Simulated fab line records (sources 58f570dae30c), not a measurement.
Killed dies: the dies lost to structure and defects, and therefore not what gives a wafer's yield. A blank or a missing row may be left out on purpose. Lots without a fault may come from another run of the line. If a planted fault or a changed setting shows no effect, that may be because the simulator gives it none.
One fault seen from 2 desks | flow berkeley-cmos170 | numbers are kept per desk, each desk with only its own; the story behind them comes last

TOOL OWNER'S DESK, furnace-03
The tool's own readings at UCB170_M1_ANNEAL_14 (time 1200 s): means of the sampled wafers that have a number, for each lot that ran on this tool. If a lot's mean is further than 4 standard deviations from the usual mean, the lot is out of limits and carries the mark OUT (the distance appears in the brackets).
Columns: A = spike-tc-centre-C at UCB170_M1_ANNEAL_14, usual 402.1 C; B = spike-tc-load-C at UCB170_M1_ANNEAL_14, usual 425.1 C; C = spike-tc-source-C at UCB170_M1_ANNEAL_14, usual 415.3 C; D = zone-power-centre-pct at UCB170_M1_ANNEAL_14, usual 17.71 %; E = zone-power-load-pct at UCB170_M1_ANNEAL_14, usual 4.56 %; F = zone-power-source-pct at UCB170_M1_ANNEAL_14, usual 5.51 %
lot  | first seen here | A               | B               | C               | D                | E              | F
L268 | day 9 11:28     | 402.1           | 424.6           | 414.8           | 17.43            | 4.55           | 5.51
L271 | day 10 07:35    | 401.9           | 425.4           | 415.1           | 17.60            | 4.57           | 5.52
L276 | day 10 23:31    | 402.5           | 424.8           | 414.7           | 17.72            | 4.59           | 5.51
L272 | day 11 01:11    | 402.4           | 425.0           | 416.0           | 17.62            | 4.55           | 5.50
L280 | day 12 00:44    | 363.2 (-39) OUT | 384.9 (-41) OUT | 375.9 (-39) OUT | 15.63 (-11) OUT  | 3.94 (-14) OUT | 4.75 (-13) OUT
L279 | day 12 02:04    | 362.2 (-40) OUT | 385.0 (-41) OUT | 374.8 (-40) OUT | 15.85 (-9.8) OUT | 3.98 (-13) OUT | 4.74 (-13) OUT
L284 | day 12 09:00    | 362.9 (-39) OUT | 385.1 (-41) OUT | 375.5 (-40) OUT | 15.74 (-10) OUT  | 3.98 (-14) OUT | 4.73 (-14) OUT
This desk finds L279, L280, L284 out of limits, L280 being first, at day 12 00:44 (spike-tc-centre-C at UCB170_M1_ANNEAL_14). L268, L271, L276, L272 stayed within limits.

FROM THE METROLOGY DESK
Means of the sampled wafers that have a number, per lot and without regard to the tool the lot ran on: this is what the gauges read. If a lot's mean is further than 4 standard deviations from the usual mean, the lot is out of limits and carries the mark OUT (the distance appears in the brackets).
Columns: A = cd-nm at UCB170_M1_CD_MEAS_09, usual 700.0 nm; B = M1_OVL at UCB170_M1_OVL_MEAS_10, usual 0 nm; C = cd-nm at UCB170_M1_CD_MEAS_90, usual 699.6 nm
lot  | first seen here | A     | B  | C
L268 | day 9 09:43     | 698.1 | -2 | 698.4
L271 | day 10 07:05    | 699.5 | -4 | 699.9
L276 | day 10 22:46    | 699.5 | 0  | 699.5
L272 | day 11 00:28    | 698.6 | -4 | 699.4
L280 | day 12 00:13    | 699.6 | -2 | 698.8
L279 | day 12 00:53    | 700.1 | 6  | 701.3
L284 | day 12 08:28    | 700.3 | -5 | 699.3
This desk found nothing out of limits on any of the 7 lots.

BROUGHT TOGETHER
The tool owner's desk could have raised an alarm at day 12 00:44, on L279, L280, L284.
At the metrology desk, nothing out of limits was observed.
The metrology desk holds a record of L279, L280, L284, inside its limits.
Every lot named ran UCB170_M1_ANNEAL_14 on furnace-03.

WHAT THE SIMULATOR PUT IN
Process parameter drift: furnace-03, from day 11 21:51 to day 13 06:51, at UCB170_M1_ANNEAL_14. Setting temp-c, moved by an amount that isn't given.
Struck lots among those shown: L279, L280, L284.
Hours from the fault's start to each desk's first reading out of limits: the tool owner's desk, 3.
